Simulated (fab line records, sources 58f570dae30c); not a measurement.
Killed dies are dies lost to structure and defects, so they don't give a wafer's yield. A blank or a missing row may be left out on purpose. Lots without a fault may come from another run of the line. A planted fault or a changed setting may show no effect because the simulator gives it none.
Problem report in the 8D (eight disciplines) form, filled by code | flow berkeley_cmos170 | the parts of the form that need people (team, actions taken, sign-off) are left out

1. THE PROBLEM
cd_nm at UCB170_NLDD_CD_MEAS_06 reads a mean of 1188.5 nm on 6 wafers of 2 lots; wafers without a fault read 1200.2 nm with a standard deviation of 1.7. That is -6.9 standard deviations from the usual mean.
The step: target cd 1200 nm.
First seen on wafer L821.1, day 11 05:14, on cd_sem-02. The record holds 42 wafers of 14 lots with a number at this step. Rule for "out", or "out of limits": more than 4 standard deviations from the usual mean. The other wafers with a number count as sound.

2. WHAT IT IS AND WHAT IT IS NOT
question                    | is                     | is not
which readings at this step | cd_nm                  | -
which lots                  | L820, L821             | L800, L801, L803, L806, L807, L809, L810, L811, L813, L815, L816, L819
which wafers of those lots  | all that have a number | -
read on which gauges        | cd_sem-02              | cd_sem-01
when                        | from day 11 05:14      | up to then (36 sound wafers)

3. SUSPECTS, AND WHAT RULES EACH OUT
Counting: a tool at a process step up to the reading stays a suspect if it ran every lot that is out and no sound lot after the first of them.
- the gauge at UCB170_NLDD_CD_MEAS_06: ruled out. All the wafers that are out were read on cd_sem-02, but those of them that UCB170_NLDD_PEB_04 has rows for are out there too, on other tools.
- litho_track-01 at UCB170_NLDD_PEB_04: kept. It ran every lot that is out, first L821 (day 11 04:58), and no sound lot after that; its last sound lot up to then is L816 (day 9 23:36). Its own readings are out on those wafers: heater_power_total_W, plate_temp_C.
Left after counting: litho_track-01 at UCB170_NLDD_PEB_04.

4. THE CAUSE (what the simulator had put in)
Process parameter drift: litho_track-01, from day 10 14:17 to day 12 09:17, at UCB170_NLDD_PEB_04. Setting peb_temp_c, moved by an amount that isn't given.
Counting left only this tool.

5. THE CHAIN OF EFFECTS, in route order
Each row: a reading whose mean over the struck wafers that have a number lies more than 3 standard deviations from the usual. Only readings for which the record gives a usual standard deviation are gone through. hours: the time from each lot's start at the first step in this table that gives one to its start at this step, as a median over the lots. sigmas: the change in usual standard deviations.
hours | step                   | reading              | usual     | on struck wafers | change | sigmas
0     | UCB170_NLDD_PEB_04     | heater_power_total_W | 56.80 W   | 55.89            | -0.91  | -18
0     | UCB170_NLDD_PEB_04     | plate_temp_C         | 129.97 C  | 128.36           | -1.61  | -12
0     | UCB170_NLDD_CD_MEAS_06 | cd_nm                | 1200.2 nm | 1188.5           | -11.8  | -6.9
The process steps in it:
- UCB170_NLDD_PEB_04
Later measuring or inspecting steps at which every struck wafer that the step has a row for has a number for every such reading, and none has moved that far: UCB170_V2_THK_MEAS_04.

6. WHAT WOULD HAVE CAUGHT IT SOONER
In this record the first reading out of limits at a measuring or inspecting step was taken at day 11 05:14, 15 hours after the fault began at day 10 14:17.
The tool's own readings at UCB170_NLDD_PEB_04 were out on every struck wafer that the step has a row for (heater_power_total_W, plate_temp_C): an alarm limit on them would have fired on the first of those.
Of the lots that are out (2), L820 began UCB170_NLDD_PEB_04 on litho_track-01 after day 11 05:14. A hold on the tool at that time would have spared it.
